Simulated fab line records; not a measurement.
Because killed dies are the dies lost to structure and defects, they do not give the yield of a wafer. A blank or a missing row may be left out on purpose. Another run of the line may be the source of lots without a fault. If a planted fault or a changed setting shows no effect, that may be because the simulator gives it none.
Comparing a struck lot with a sound one || flow rit-cmos || 6 out of 202 route steps
Sound: these wafers, L950.3, L950.5, L950.6. Wafers struck: L952.2, L952.3, L952.5. The cause is named last.
Order at every step that has rows: each side's tool, ch and its chambers, its first start. Under that, the readings that differ: sound wafers || struck wafers || difference of the means || sigmas: that difference in standard deviations of wafers without a fault.
alike: readings with means less than 2 such deviations apart, plus words and numbers identical on both sides. not compared: withheld readings, readings lacking a value on some wafer, bounds such as >300 that could conceal the same value, and numbers that have no deviation in the record and whose values overlap.
A row with sigmas, a row that says differs or no value, or rows on one side alone: a step with any of these is where the two part. When numbers do not overlap yet have no deviation, they are printed without sigmas and do not part them. Lack of a reading on every wafer of one side parts them only where that side has two or more wafers.

RIT_ACTIVE_BOW_MEAS_00:
  sound: film-metro-01 at day 1 15:02; struck: film-metro-01 at day 2 01:01
  alike: INCOMING_BOW
then, 1 step without rows for these wafers: RIT_ACTIVE_OXIDATION_01 (target thk 46.8 nm, ox time 3360 s).
RIT_ACTIVE_THK_MEAS_02:
  sound: film-metro-04 at day 1 17:43; struck: film-metro-01 at day 2 03:15
{"reading": "ACTIVE_OXIDE_THK (nm)", "sound": "47.7 48.0 48.3", "struck": "45.7 47.0 45.8", "difference": -1.8, "sigmas": -2}
RIT_ACTIVE_CVD_03: deposits Si3N4 from SiH2Cl2/NH3, target thk 150 nm, time 1500 s.
  sound on lpcvd-01 ch 0, day 1 17:45; struck on lpcvd-01 ch 1, day 2 03:18
{"reading": "model.Si3N4_of_ACTIVE_CVD_03.thk-nm (nm)", "sound": "148.8 147.6 149.1", "struck": "230.3 228.5 231", "difference": "+81.4", "sigmas": ""}
  alike: zone-power-load-pct
RIT_ACTIVE_THK_MEAS_04:
  sound: film-metro-02 at day 1 19:11; struck: film-metro-01 at day 2 04:57
{"reading": "ACTIVE_NITRIDE_THK (nm)", "sound": "148.9 147.6 149.1", "struck": "230.4 228.7 230.8", "difference": "+81.4", "sigmas": "+51"}
  not compared: hold
RIT_M1_PROBE_99:
  the record holds rows for the sound wafers here (prober-02, day 3 16:28) but none for the struck ones

== WHERE THEY PART ==
Earliest at RIT_ACTIVE_THK_MEAS_02; latest, in this record, at RIT_M1_PROBE_99.

WHY: what had been put in by the simulator
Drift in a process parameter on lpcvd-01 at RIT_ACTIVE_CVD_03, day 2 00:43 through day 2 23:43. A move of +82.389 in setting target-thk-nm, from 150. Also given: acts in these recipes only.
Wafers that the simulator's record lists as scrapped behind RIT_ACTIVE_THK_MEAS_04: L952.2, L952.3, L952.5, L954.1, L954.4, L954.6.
